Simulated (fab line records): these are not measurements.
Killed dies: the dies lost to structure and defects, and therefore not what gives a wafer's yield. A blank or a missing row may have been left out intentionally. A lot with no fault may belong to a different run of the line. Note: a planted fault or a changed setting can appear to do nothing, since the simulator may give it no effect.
Problem report in the 8D (eight disciplines) form, filled by code :: flow rit cmos :: the parts of the form that need people (team, actions taken, sign-off) are left out

1. THE ISSUE
M1_AL_RS at RIT_M1_RS_MEAS_01 reads a mean of 0.0668 ohm/sq on 2 wafers of 1 lot; wafers without a fault read 0.0740 ohm/sq with a standard deviation of 0.00075. Measured from the usual mean, that is -9.6 standard deviations.
The step: measures by four-point-probe.
First observed at day 6 18:32: wafer L207.4, on film metro-01. Wafers with a number at this step in the record: 39, from 13 lots. By rule, "out" or "out of limits" means more than 4 standard deviations away from the usual mean. All remaining wafers that have a number are taken as sound.

2. WHAT THIS IS AND IS NOT
question: which readings at this step
is: M1_AL_RS
is not: -

question: which lots
is: L207
is not: L191, L192, L193, L194, L196, L197, L198, L199, L209, L211, L213, L214

question: which wafers of those lots
is: L207.4, L207.6
is not: L207.5

question: read on which gauges
is: film metro-01
is not: film metro-02, film metro-04

question: when
is: from day 6 18:32
is not: up to then (25 sound wafers); but 12 sound wafers of L209, L211, L213, L214 came after

3. SUSPECTS, AND WHAT RULES EACH OUT
Counting: a tool at a process step up to the reading stays a suspect if it ran every lot that is out. Sound lots after the first of them don't rule it out here, since some wafers of a struck lot are sound.
- the gauge at RIT_M1_RS_MEAS_01 has been ruled out. All the wafers that are out were read on film metro-01, but those of them that RIT_M1_METAL_ETCH_12 has rows for are out there too, on other tools.
- pvd sputter-04 at RIT_M1_SPUTTER_00 (material Al, target thk 400 nm, time 500 s): kept. It ran the lot that is out, L207 (day 6 18:11); its last sound lot up to then is L199 (day 5 04:44).
Remaining after the count: pvd sputter-04 at RIT_M1_SPUTTER_00.

4. THE CAUSE (what the simulator had put in)
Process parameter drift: pvd sputter-04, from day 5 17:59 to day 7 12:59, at RIT_M1_SPUTTER_00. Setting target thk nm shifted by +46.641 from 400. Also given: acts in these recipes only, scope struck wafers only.
After counting, this tool was the only one left.

5. SEQUENCE OF EFFECTS, ordered by route
One row per reading whose mean, taken over the struck wafers that have a number, lies over 3 standard deviations from the usual. Readings are gone through only where the record gives a usual standard deviation; hours: the median, over the lots, of the time from a lot's start at the first step in this table giving one to that lot's start at this step; sigmas: the change measured in usual standard deviations.
hours: 0
step: RIT_M1_RS_MEAS_01
reading: M1_AL_RS
usual: 0.0740 ohm/sq
on struck wafers: 0.0668
change: -0.0072
sigmas: -9.6

hours: 0
step: RIT_M1_THK_MEAS_02
reading: M1_AL_THK
usual: 404 nm
on struck wafers: 445
change: +41
sigmas: +8.4

hours: 2
step: RIT_M1_METAL_ETCH_12
reading: oes product au
usual: 0.775 a.u.
on struck wafers: 0.822
change: +0.047
sigmas: +4.3
Process steps it contains:
- RIT_M1_METAL_ETCH_12: etches Al in Cl2/BCl3, stops on SiO2, time 165 s, target depth 600 nm.

6. HOW IT WOULD HAVE BEEN CAUGHT EARLIER
In this record the first reading out of limits at a measuring or inspecting step was taken at day 6 18:32, 25 hours after the fault began at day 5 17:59.
An alarm limit of 4 standard deviations would not have fired on the tool readings at RIT_M1_SPUTTER_00 for which the record gives a usual standard deviation, since none of them was out on any struck wafer.
Each of the lots that are out, 1 in all, had begun RIT_M1_SPUTTER_00 on pvd sputter-04 no later than day 6 18:32. A hold on the tool at that time would have spared none of them.
